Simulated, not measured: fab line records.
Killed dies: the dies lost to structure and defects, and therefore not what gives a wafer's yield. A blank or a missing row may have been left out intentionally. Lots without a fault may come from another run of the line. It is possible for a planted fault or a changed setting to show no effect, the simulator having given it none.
What tool caused it? ; flow berkeley-cmos170 ; 18 wafers from 6 lots sampled at 2 of the route's 331 steps

== WHAT THE GAUGES READ, wafer by wafer ==
UCB170_V2_BOW_MEAS_03.
lot;measured;on;V2_BOW (um)
L263;day 7 16:18;film-metro-04;38 23 27
L267;day 9 01:28;film-metro-02;45 36 50
L270;day 9 05:08;film-metro-04;30 42 36
L273;day 9 22:39;film-metro-03;45 35 38
L278;day 10 23:14;film-metro-02;47 40 45
L282;day 11 14:32;film-metro-03;26 27 30

== EACH LOT AND THE TOOL THAT RAN IT (in order: tool; ch and the chambers of the sampled wafers; start) ==
lot;UCB170_M2_STRIP_19
L263;plasma-asher-02 ch 0, day 7 15:33
L267;plasma-asher-03 ch 0,1, day 9 00:44
L270;plasma-asher-02 ch 0,1, day 9 04:24
L273;plasma-asher-02 ch 0,1, day 9 21:32
L278;plasma-asher-03 ch 0,1, day 10 22:29
L282;plasma-asher-03 ch 0,1, day 11 13:47
- UCB170_M2_STRIP_19: strips in O2.

== THE ANSWER, worked out from the rows above alone ==
Rule: what is usual is taken from the lots themselves. The widest of any qualifying gaps counts: lots, ordered by their means at a reading, are off when they make up no more than a third of the lots, leave a main group of 4 or more, and stand apart from it by 3 or more times the standard deviation of that group's means. A main group is skipped when, at the precision printed for the reading in the tables above, its means are all equal. A lot without any number at a reading at which 4 lots or more have one is off too. The other lots that the step has rows for count as sound.
No lot is off on any of the readings shown, so nothing can be concluded from this.

== WHAT THE SIMULATOR HAD INSERTED ==
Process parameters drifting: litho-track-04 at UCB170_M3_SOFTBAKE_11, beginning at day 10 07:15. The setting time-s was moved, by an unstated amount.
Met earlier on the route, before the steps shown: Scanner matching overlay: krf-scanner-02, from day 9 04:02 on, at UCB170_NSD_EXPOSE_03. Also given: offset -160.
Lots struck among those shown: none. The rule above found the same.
